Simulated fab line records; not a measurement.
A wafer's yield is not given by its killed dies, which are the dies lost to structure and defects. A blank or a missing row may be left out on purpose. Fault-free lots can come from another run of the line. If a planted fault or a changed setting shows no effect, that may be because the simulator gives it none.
fab line records ; flow rit-cmos
record: lots: 14; wafers: 42; last-day: 7
route steps=202 shown PLDD@117
lots with no fault: from the same line, run without faults
start-h: start of the lot's first displayed wafer, in hours after the record's first day ; wait-h: time in hours since the lot's previous step ; " identical to the entry in the row above ; L1.1+2: a row that stands for several wafers ; - no value, or no start given ; * or withheld: withheld ; < > ~ a bound
route shown NAME@n: a module of which the file shows steps, and the number in the route of the first ; usual: the fault-free wafers' mean and standard deviation ; same: alike in all rows ; chamber/n: place in a boat ; sites: the reading at each site ; _std_site: standard deviation of those values ; _edge_site: the outer-site mean with the inner-site mean subtracted ; radius-mm: how far each site lies from the wafer's centre ; mask NAME#n: copy n ; behind: tool/chamber where the wafer was last shaped ; hold: why the lot went on hold/how many hours it stayed there/how the hold came to an end ; device: names the non-switching transistor (n, p or np) ; end of line: the route-end tests of the same wafers ; step lacking rows: just its recipe ; killed: the dies lost at the first sort to structure and to defects; this is not the yield of the wafer ; map: the dies of a wafer, with x for killed, . for not killed, _ for no die there
set.NAME: the setting as run; set.NAME@STEP: as run at that earlier step ; model.NAME: the simulator's own value behind a step, which no gauge read
steps of the route over a sample of lots; a table a step, a row a wafer
services: when a tool's chamber went out of use (start-h, in hours from the record's first day, below 0 if earlier), for how many hours, and the reason
== steps ==
step: RIT_PLDD_EXPOSE_03
recipe: mask-id: M8; na: 0.57; target-cd-nm: 40900; dose-mj: 250
usual: exposure-dose-mJ-cm2: 250.04/0.2; focus-offset-nm: 0.0/0.49
lot.wafer;tool;chamber;start-h;wait-h;mask;exposure-dose-mJ-cm2;focus-offset-nm
L430.1;iline-stepper-02;0;42.30;0.1;M8#0;249.89;0.0
L430.3;iline-stepper-02;0;42.30;0.1;M8#0;250.04;0.3
L430.6;iline-stepper-02;0;42.30;0.1;M8#0;249.74;-0.2
L432.2;iline-stepper-01;0;54.31;0.1;M8#0;249.96;-0.1
L432.3;iline-stepper-01;0;54.31;0.1;M8#0;250.02;-0.7
L432.4;iline-stepper-01;0;54.31;0.1;M8#0;249.95;-0.1
L434.1;iline-stepper-02;0;62.39;0.1;M8#0;249.69;-0.7
L434.3;iline-stepper-02;0;62.39;0.1;M8#0;249.89;-0.9
L434.4;iline-stepper-02;0;62.39;0.1;M8#0;250.10;-1.1
L436.3;iline-stepper-02;0;72.04;0.1;M8#0;250.44;-0.1
L436.5;iline-stepper-02;0;72.04;0.1;M8#0;249.81;0.0
L436.6;iline-stepper-02;0;72.04;0.1;M8#0;250.57;0.4
L437.1;iline-stepper-02;0;77.10;0.1;M8#0;249.79;0.5
L437.5;iline-stepper-02;0;77.10;0.1;M8#0;250.15;0.2
L437.6;iline-stepper-02;0;77.10;0.1;M8#0;249.88;-0.4
L438.1;iline-stepper-02;0;83.26;0.1;M8#0;249.93;0.4
L438.2;iline-stepper-02;0;83.26;0.1;M8#0;249.82;0.9
L438.6;iline-stepper-02;0;83.26;0.1;M8#0;250.02;-0.1
L439.1;iline-stepper-02;0;88.50;0.1;M8#0;250.21;0.7
L439.3;iline-stepper-02;0;88.50;0.1;M8#0;249.97;0.3
L439.4;iline-stepper-02;0;88.50;0.1;M8#0;250.12;-0.5
L440.1;iline-stepper-02;0;91.66;0.1;M8#0;249.74;0.2
L440.2;iline-stepper-02;0;91.66;0.1;M8#0;250.36;0.6
L440.6;iline-stepper-02;0;91.66;0.1;M8#0;249.79;-0.8
L441.1;iline-stepper-01;0;99.10;0.2;M8#0;250.24;-0.4
L441.2;iline-stepper-01;0;99.10;0.2;M8#0;250.14;-0.1
L441.4;iline-stepper-01;0;99.10;0.2;M8#0;250.02;0.1
L444.1;iline-stepper-01;-;114.82;0.1;M8#0;-;-
L444.3;iline-stepper-01;-;114.82;0.1;M8#0;-;-
L444.6;iline-stepper-01;-;114.82;0.1;M8#0;-;-
L445.1;iline-stepper-02;-;117.72;0.2;M8#0;-;-
L445.4;iline-stepper-02;-;117.72;0.2;M8#0;-;-
L445.6;iline-stepper-02;-;117.72;0.2;M8#0;-;-
L446.1;iline-stepper-02;0;123.37;0.1;M8#0;249.93;-0.2
L446.3;iline-stepper-02;0;123.37;0.1;M8#0;250.25;-0.3
L446.6;iline-stepper-02;0;123.37;0.1;M8#0;250.07;-0.1
L451.3;iline-stepper-02;0;148.31;0.1;M8#0;249.88;0.8
L451.4;iline-stepper-02;0;148.31;0.1;M8#0;250.24;0.0
L451.6;iline-stepper-02;0;148.31;0.1;M8#0;250.12;0.0
L452.2;iline-stepper-02;0;153.19;0.1;M8#0;249.96;-0.7
L452.4;iline-stepper-02;0;153.19;0.1;M8#0;250.51;-0.7
L452.5;iline-stepper-02;0;153.19;0.1;M8#0;250.40;-0.7
== services ==
tool;chamber;start-h;hours;kind
iline-stepper-01;-;90.49;1.7;pm
iline-stepper-02;-;126.80;1.7;pm
== key ==
first-sign: step: RIT_PLDD_EXPOSE_03; reading: tool-record; direction: missing
effect none on later readings
met-at RIT_PLDD_EXPOSE_03
struck-lots L444,L445
sort-left-out L444.1,L444.3,L444.6,L445.1,L445.4,L445.6
tester-left-out L444,L445
onset-between 99.10 114.82
fault: kind: skipped-step-whole; tool: iline-stepper-01,iline-stepper-02; chamber: -; onset-h: 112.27; steps: RIT_PLDD_EXPOSE_03; scope: struck-lots-only
tester-left-out: of these lots the tester's yield and bins aren't shown, on N5 and GAA mostly nor the transistor test; their killed dies are dies lost to structure and defects alone, not to doping, threshold or leakage, so they don't give the yield
sort-left-out: the simulated sort isn't trusted on such a fault, so these wafers' sort isn't shown, and their yield isn't known
